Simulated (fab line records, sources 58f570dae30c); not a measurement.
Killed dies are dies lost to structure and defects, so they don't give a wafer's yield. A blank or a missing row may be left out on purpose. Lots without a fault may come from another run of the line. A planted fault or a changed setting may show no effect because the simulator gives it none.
A struck lot beside a sound one | flow berkeley_cmos170 | 43 steps out of a route of 331
Sound: wafers L506.2, L506.4, L506.6. Struck: wafers L525.4, L525.5, L525.6. The cause comes at the end.
At each step with rows: each side's tool, then ch and its chambers, then its first start. Under that, the readings that differ: sound wafers | struck wafers | difference of the means | sigmas: that difference in standard deviations of wafers without a fault.
alike: readings whose means differ by less than 2 such deviations, and words and numbers that are the same on both sides. not compared: withheld readings, readings that some wafer has no value for, bounds like >300 that may hide the same value, and numbers for which the record gives no deviation and whose values overlap.
The two part at a step that has a row with sigmas, a row that says differs or no value, or rows on one side only. Numbers that don't overlap but have no deviation are shown without sigmas and don't part them. A reading that every wafer of one side lacks parts them only if that side has two wafers or more.

UCB170_ACTIVE_THK_MEAS_06:
  sound on film_metro-02, day 4 11:04; struck on film_metro-03, day 8 03:52
  alike: ACTIVE_NITRIDE_THK
then, 6 steps without rows for these wafers: UCB170_ACTIVE_HMDS_07 (prime time 60 s); UCB170_ACTIVE_COAT_08 (resist thk 900 nm); UCB170_ACTIVE_SOFTBAKE_09 (time 60 s); UCB170_ACTIVE_EXPOSE_10 (exposes mask ACTIVE, target cd 1200 nm); UCB170_ACTIVE_PEB_11; UCB170_ACTIVE_DEVELOP_12 (develop time 45 s).
UCB170_ACTIVE_CD_MEAS_13: target cd 1200 nm.
  sound on cd_sem-02, day 4 12:24; struck on cd_sem-02, day 8 05:02
  alike: cd_nm
UCB170_ACTIVE_OVL_MEAS_14:
  sound on overlay-02, day 4 12:31; struck on overlay-01, day 8 05:07
  alike: ACTIVE_OVL
UCB170_ACTIVE_ETCH_15: etches Si3N4 in CH3F/Ar/O2, stops on SiO2, target depth 242 nm, time 151 s.
  sound on rie_diel-04 ch 0,1,2, day 4 12:32; struck on rie_diel-01 ch 0,2,3, day 8 05:08
  alike: drypump_motor_current_A, mfc_ar_sccm, oes_product_au, throttle_valve_pct
  not compared: rf_hours_counter_h
UCB170_ACTIVE_STRIP_16: strips in O2.
  sound on plasma_asher-04 ch 0,1, day 4 12:38; struck on plasma_asher-04 ch 0,1, day 8 05:16
  alike: drypump_motor_current_A, oes_product_au, strip_time_to_endpoint_s
  not compared: rf_hours_counter_h
UCB170_ACTIVE_CD_MEAS_90: target cd 1200 nm.
  sound on cd_sem-02, day 4 12:46; struck on cd_sem-02, day 8 05:31
  alike: cd_nm
UCB170_ACTIVE_CLEAN_17: cleans in SPM, time 600 s.
  sound on wet_bench-01 ch 3, day 4 12:52; struck on wet_bench-02 ch 0, day 8 05:35
then, 6 steps without rows for these wafers: UCB170_PFIELD_HMDS_00 (prime time 60 s); UCB170_PFIELD_COAT_01 (resist thk 900 nm); UCB170_PFIELD_SOFTBAKE_02 (time 60 s); UCB170_PFIELD_EXPOSE_03 (exposes mask PFIELD, target cd 1500 nm); UCB170_PFIELD_PEB_04; UCB170_PFIELD_DEVELOP_05 (develop time 45 s).
UCB170_PFIELD_OVL_MEAS_06:
  sound on overlay-02, day 4 14:55; struck on overlay-01, day 8 06:39
  alike: PFIELD_OVL
then, 1 step without rows for these wafers: UCB170_PFIELD_IMPLANT_07.
UCB170_PFIELD_STRIP_08: strips in O2.
  sound on plasma_asher-04 ch 0,1, day 4 15:05; struck on plasma_asher-04 ch 0,1, day 8 06:51
  alike: drypump_motor_current_A, oes_product_au, strip_time_to_endpoint_s
  not compared: rf_hours_counter_h
UCB170_PFIELD_TW_MEAS_09:
  sound on film_metro-03, day 4 15:12; struck on film_metro-03, day 8 06:56
  alike: PFIELD_TW
then, 2 steps without rows for these wafers: UCB170_FIELD_CLEAN_00 (cleans in dHF, time 7.5 s); UCB170_FIELD_OXIDATION_01 (target thk 558.3 nm, ox time 7200 s).
UCB170_FIELD_THK_MEAS_02:
  sound on film_metro-01, day 4 21:53; struck on film_metro-01, day 8 13:02
  alike: FIELD_OXIDE_THK
then, 4 steps without rows for these wafers: UCB170_FIELD_ANNEAL_03 (time 1200 s); UCB170_FIELD_WET_ETCH_04 (etches SiO2 in dHF, time 60 s); UCB170_FIELD_WET_ETCH_05 (etches Si3N4 in H3PO4, time 12600 s); UCB170_FIELD_WET_ETCH_06 (etches SiO2 in BOE, time 22 s).
UCB170_FIELD_THK_MEAS_90:
  sound on film_metro-01, day 5 07:22; struck on film_metro-03, day 8 21:38
  alike: FIELD_OXIDE_LEFT_1_THK
then, 2 steps without rows for these wafers: UCB170_SACOX_CLEAN_00 (cleans in dHF, time 7.5 s); UCB170_SACOX_OXIDATION_01 (target thk 14.4 nm, ox time 2400 s).
UCB170_SACOX_THK_MEAS_02:
  sound on film_metro-04, day 5 12:11; struck on film_metro-02, day 9 03:09
  alike: SACOX_OXIDE_THK
then, 2 steps without rows for these wafers: UCB170_SCREENOX_WET_ETCH_00 (etches SiO2 in dHF, time 200 s); UCB170_SCREENOX_OXIDATION_01 (target thk 14.4 nm, ox time 2400 s).
UCB170_SCREENOX_THK_MEAS_02:
  sound on film_metro-03, day 5 17:49; struck on film_metro-04, day 9 08:43
  reading                 | sound             | struck            | difference | sigmas
  SCREENOX_OXIDE_THK (nm) | 14.02 13.94 14.12 | 14.53 14.39 14.47 | +0.44      | +2
then, 5 steps without rows for these wafers: UCB170_SCREENOX_ANNEAL_03 (time 900 s); UCB170_NVT_HMDS_00 (prime time 60 s); UCB170_NVT_COAT_01 (resist thk 900 nm); UCB170_NVT_SOFTBAKE_02 (time 60 s); UCB170_NVT_EXPOSE_03 (exposes mask PWELL, target cd 3000 nm).
-- the record jumps here: 3 days lie between the struck wafers' starts before and after (it left off in module NVT and takes up again in module M3, whose first step shown is number 331 of the route) --
UCB170_M3_PROBE_99:
  the record has rows for the struck wafers here (prober-02, day 12 02:15) and none for the sound ones

WHERE THEY PART
First at UCB170_SCREENOX_THK_MEAS_02; last, within this record, at UCB170_M3_PROBE_99.

WHY: what the simulator had put in
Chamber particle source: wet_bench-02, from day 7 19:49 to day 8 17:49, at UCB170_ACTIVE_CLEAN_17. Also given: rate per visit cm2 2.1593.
